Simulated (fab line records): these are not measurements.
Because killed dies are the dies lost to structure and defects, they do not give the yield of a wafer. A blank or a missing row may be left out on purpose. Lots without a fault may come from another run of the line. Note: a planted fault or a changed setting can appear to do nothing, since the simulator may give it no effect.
Split-lot trial    flow berkeleyCmos170    23 wafers read from 5 lots, route of 331 steps

== SPLIT DETAILS ==
At UCB170_PLDD_COAT_01 (resist thk 900 nm), the setting resistThkNm was moved away from the recipe's 900 nm on 11 of the 23 wafers read, by -3.2% to +5.8%. For the rest of the wafers, this setting stayed at what the recipe calls for.

The split's own step is where the reading is taken.

== THE READING ==
KrF_of_PLDD_COAT_01.thkNm (the simulator's own value, which no gauge read), in nm, at UCB170_PLDD_COAT_01 (resist thk 900 nm). The file does not state a usual value for it. Here, 12 wafers ran the recipe; their average is 900.0 nm with a standard deviation of 2.6 nm.

wafer   tool, chamber at the split  resistThkNm as run, nm  against the recipe  KrF_of_PLDD_COAT_01.thkNm, nm  against lot-mates on the recipe
L077.2  lithoTrack-02, 0            900                     recipe              903.3                          -
L077.3  lithoTrack-02, 0            871.4                   -3.2%               871.5                          -30.0
L077.4  lithoTrack-02, 0            871.4                   -3.2%               873.4                          -28.1
L077.5  lithoTrack-02, 0            900                     recipe              898.6                          -
L077.6  lithoTrack-02, 0            900                     recipe              902.6                          -
L074.1  lithoTrack-02, 0            900                     recipe              902.4                          -
L074.2  lithoTrack-02, 0            926                     +2.9%               928.9                          +26.4
L074.3  lithoTrack-02, 0            926                     +2.9%               927.9                          +25.4
L074.4  lithoTrack-02, 0            900                     recipe              902.6                          -
L074.5  lithoTrack-02, 0            926                     +2.9%               930.2                          +27.7
L082.1  lithoTrack-04, 0            929                     +3.2%               928.9                          +31.1
L082.2  lithoTrack-04, 0            929                     +3.2%               928.6                          +30.9
L082.3  lithoTrack-04, 0            900                     recipe              897.4                          -
L082.4  lithoTrack-04, 0            900                     recipe              898.1                          -
L082.6  lithoTrack-04, 0            929                     +3.2%               927                            +29.2
L083.1  lithoTrack-03, 0            900                     recipe              896                            -
L083.2  lithoTrack-03, 0            952.5                   +5.8%               947.4                          +50.8
L083.3  lithoTrack-03, 0            900                     recipe              897.3                          -
L083.4  lithoTrack-03, 0            952.5                   +5.8%               949.7                          +53.1
L083.5  lithoTrack-03, 0            952.5                   +5.8%               950                            +53.4
L084.1  lithoTrack-04, 0            900                     recipe              900.1                          -
L084.3  lithoTrack-04, 0            900                     recipe              903.6                          -
L084.5  lithoTrack-04, 0            900                     recipe              897.8                          -

FIT RESULTS
A straight line over all 23 wafers: KrF_of_PLDD_COAT_01.thkNm changes by +8.67 nm for each +1% of resistThkNm; r = +0.99; the points scatter about the line by 2.6 nm.
The same after taking each lot's own level away (the mean of its wafers on the recipe; 23 wafers): +9.09 nm for each +1%; r = +1.00; scatter 1.5 nm.
The reading moves by 53 nm for the largest change in resistThkNm, on that fit.
The lots' own levels span 896.65 to 902.50 nm, that is 2.2 times the standard deviation above.
So the lot-to-lot level changes the slope little: the two slopes agree.
Check: with one of the wafers moved furthest among these (+5.8%) left out of the fit, the line predicts +53.7 nm for it against its lot-mates. Against them it came out at +50.8 nm.

== THESE WAFERS: OTHER SPLITS ==
Note: prior to the reading, these wafers also went through further splits. Each is held against what the fit with the lots' levels taken away leaves over:
other split on the same wafers      wafers away from the commonest value  r with KrF_of_PLDD_COAT_01.thkNm (lot level and that fit taken away)
UCB170_NWELL_OXIDATION_01 tempC     18                                    -0.16
UCB170_NWELL_IMPLANT_14 energyKev   10                                    +0.03
UCB170_PWELL_OXIDATION_02 tempC     18                                    -0.16
UCB170_PWELL_IMPLANT_15 energyKev   12                                    -0.05
UCB170_ACTIVE_EXPOSE_10 doseMj      9                                     -0.03
UCB170_ACTIVE_ETCH_15 rfW           7                                     +0.19
UCB170_PFIELD_IMPLANT_07 energyKev  6                                     -0.21
UCB170_NVT_IMPLANT_07 doseCm2       6                                     -0.22
UCB170_GATE_CVD_04 sih4FlowSccm     10                                    -0.05
UCB170_GATE_ETCH_15 overEtchFrac    7                                     -0.13

== THE WHOLE CHAIN: every reading that the file lists as answering this split, in the file's order ==
step                  what it does       reading                                                                     change (the file's fit)               r (the file's)
UCB170_PLDD_COAT_01   resist thk 900 nm  KrF_of_PLDD_COAT_01.thkNm (the simulator's own value, which no gauge read)  +9.1 nm for each +1% of the setting   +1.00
UCB170_PLDD_STRIP_10  strips in O2       stripTimeToEndpointS                                                        withheld for each +1% of the setting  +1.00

== THE FILE'S OWN FIT ==
KrF_of_PLDD_COAT_01.thkNm changes by +9.1 nm for each +1% of resistThkNm, r = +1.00.
